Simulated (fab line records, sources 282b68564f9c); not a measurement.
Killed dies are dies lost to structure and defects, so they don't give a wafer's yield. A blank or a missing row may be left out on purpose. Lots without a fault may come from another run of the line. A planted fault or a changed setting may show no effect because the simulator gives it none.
Tool commonality check | flow rit_cmos | 14 lots, 42 wafers sampled

WHY IT WAS OPENED
At RIT_PLDD_TW_MEAS_10 the reading PLDD_TW is flagged on 2 of 14 lots. Wafers without a fault read 2357, standard deviation 25.
Rule: a lot is flagged when every wafer of it that has a number lies more than 4 standard deviations from that mean, or none has a number. The other lots count as sound.

lot  | measured    | on            | PLDD_TW, wafer by wafer | flag
L183 | day 2 19:22 | film_metro-03 | 2342 2348 2354          |
L184 | day 2 23:31 | film_metro-02 | 2385 2395 2395          |
L185 | day 3 06:46 | film_metro-02 | 2384 2389 2384          |
L186 | day 3 11:59 | film_metro-01 | 2322 2316 2311          |
L187 | day 3 17:04 | film_metro-02 | 2393 2383 2387          |
L191 | day 4 11:54 | film_metro-03 | 2110 2107 2112          | FLAGGED
L192 | day 4 15:44 | film_metro-03 | 2107 2111 2103          | FLAGGED
L193 | day 4 22:19 | film_metro-02 | 2373 2365 2383          |
L195 | day 5 07:36 | film_metro-01 | 2327 2317 2321          |
L197 | day 5 19:08 | film_metro-02 | 2375 2374 2377          |
L198 | day 6 00:34 | film_metro-02 | 2361 2360 2357          |
L200 | day 6 10:59 | film_metro-02 | 2362 2352 2371          |
L201 | day 6 17:40 | film_metro-01 | 2339 2313 2331          |
L203 | day 7 08:08 | film_metro-01 | 2327 2309 2314          |
The numbers of the flagged lots are 2108 on average: -249 against the usual, or -10 standard deviations.

WHICH TOOL RAN EACH LOT
The record holds 1 process step before the reading, out of a route of 202 steps. In each cell: the tool, then ch and the chambers that the sampled wafers went through, then the start.
lot  | flag    | RIT_PLDD_IMPLANT_08
L183 |         | implanter-04 ch 0, day 2 19:03
L184 |         | implanter-02 ch 0, day 2 23:11
L185 |         | implanter-01 ch 0, day 3 06:26
L186 |         | implanter-04 ch 0, day 3 11:40
L187 |         | implanter-02 ch 0, day 3 16:44
L191 | FLAGGED | implanter-01 ch 0, day 4 11:34
L192 | FLAGGED | implanter-01 ch 0, day 4 15:24
L193 |         | implanter-04 ch 0, day 4 21:59
L195 |         | implanter-02 ch 0, day 5 07:16
L197 |         | implanter-02 ch 0, day 5 18:51
L198 |         | implanter-02 ch 0, day 6 00:16
L200 |         | implanter-02 ch 0, day 6 10:40
L201 |         | implanter-02 ch 0, day 6 17:21
L203 |         | implanter-02 ch 0, day 7 07:49
What these steps do:
- RIT_PLDD_IMPLANT_08
- RIT_PLDD_TW_MEAS_10

FLAGGED OVER TOTAL, TOOL BY TOOL (the gauges that took the reading come last)
step                | tool          | lots run | flagged | share of the flagged lots | sound lots run after its first flagged lot
RIT_PLDD_IMPLANT_08 | implanter-01  | 3        | 2       | all                       | 0
RIT_PLDD_IMPLANT_08 | implanter-02  | 8        | 0       | none                      | -
RIT_PLDD_IMPLANT_08 | implanter-04  | 3        | 0       | none                      | -
RIT_PLDD_TW_MEAS_10 | film_metro-01 | 4        | 0       | none                      | -
RIT_PLDD_TW_MEAS_10 | film_metro-02 | 7        | 0       | none                      | -
RIT_PLDD_TW_MEAS_10 | film_metro-03 | 3        | 2       | all                       | 0

WHAT THE TABLE ALLOWS
2 rows of the table ran every flagged lot: implanter-01 at RIT_PLDD_IMPLANT_08, film_metro-03 at RIT_PLDD_TW_MEAS_10.
- implanter-01 at RIT_PLDD_IMPLANT_08: 2 of its 3 lots flagged. Its last sound lot is L185 (day 3 06:26), its first flagged lot L191 (day 4 11:34): a fault that began between those two fits. Its own readings lie more than 4 standard deviations out on every wafer of the flagged lots: dose_ions_cm2, faraday_current_uA.
- film_metro-03 at RIT_PLDD_TW_MEAS_10: 2 of its 3 lots flagged. Its last sound lot is L183 (day 2 19:22), its first flagged lot L191 (day 4 11:54): a fault that began between those two fits.
Counting lots can't tell these 2 tools apart, because each fits a fault that began at some hour. More lots, or a look at what each step does to the wafer, might.

WHAT THE SIMULATOR HAD PUT IN
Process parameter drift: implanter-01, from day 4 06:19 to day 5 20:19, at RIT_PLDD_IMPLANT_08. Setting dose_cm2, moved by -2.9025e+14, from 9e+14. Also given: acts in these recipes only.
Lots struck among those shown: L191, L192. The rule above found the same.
